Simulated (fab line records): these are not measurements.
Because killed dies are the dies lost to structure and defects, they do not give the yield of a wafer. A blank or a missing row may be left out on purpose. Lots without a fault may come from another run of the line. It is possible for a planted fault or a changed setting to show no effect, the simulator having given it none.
Which tool did it?    flow berkeley_cmos170    18 wafers from 6 lots sampled at 3 of the route's 331 steps

## WHAT THE GAUGES READ, wafer by wafer
UCB170_M1_CD_MEAS_09 targets a cd of 700 nm.
lot   measured      on         cd_nm (nm)
L183  day 7 15:40   cd_sem-02  703.3 703.6 702.9
L179  day 7 16:15   cd_sem-01  697.4 697.0 698.1
L185  day 8 13:30   cd_sem-02  699.9 699.7 701.1
L184  day 8 16:35   cd_sem-01  700.3 700.6 701.2
L193  day 10 09:28  cd_sem-02  698.7 696.6 698.3
L201  day 11 18:31  cd_sem-02  698.7 697.3 697.5

## WHICH TOOL RAN EACH LOT (tool, then ch and the chambers of the sampled wafers, then the start)
lot   UCB170_BACKSIDE_STRIP_03              UCB170_M1_EXPOSE_06
L183  plasma_asher-01 ch 0,1, day 7 06:56   krf_scanner-01 ch 0, day 7 14:44
L179  plasma_asher-01 ch 0,1, day 7 07:21   krf_scanner-01 ch 0, day 7 15:08
L185  plasma_asher-03 ch 0,1, day 8 06:17   krf_scanner-01 ch 0, day 8 13:07
L184  plasma_asher-04 ch 0,1, day 8 07:47   krf_scanner-02 ch 0, day 8 15:29
L193  plasma_asher-01 ch 0,1, day 9 21:11   krf_scanner-02 ch 0, day 10 08:19
L201  plasma_asher-03 ch 0,1, day 11 09:39  krf_scanner-02 ch 0, day 11 17:59
- UCB170_BACKSIDE_STRIP_03: strips in O2.
- UCB170_M1_EXPOSE_06: exposes mask METAL1, target cd 700 nm.

## THE ANSWER, worked out from the rows above alone
Rule: the lots themselves supply what counts as usual. Put in order of their means at a reading, lots are off if they are a third of the lots or fewer, leave a main group of 4 or more, and stand apart from it by a gap of 3 or more times the standard deviation of the main group's means; of several such gaps the widest counts. Not used: any main group whose means are identical at the precision the tables above print for the reading. A lot without any number at a reading at which 4 lots or more have one is off too. All remaining lots with rows at the step are treated as sound.
Across all readings shown, no lot is off: no conclusion can be drawn from this.

## WHAT THE SIMULATOR HAD PUT IN
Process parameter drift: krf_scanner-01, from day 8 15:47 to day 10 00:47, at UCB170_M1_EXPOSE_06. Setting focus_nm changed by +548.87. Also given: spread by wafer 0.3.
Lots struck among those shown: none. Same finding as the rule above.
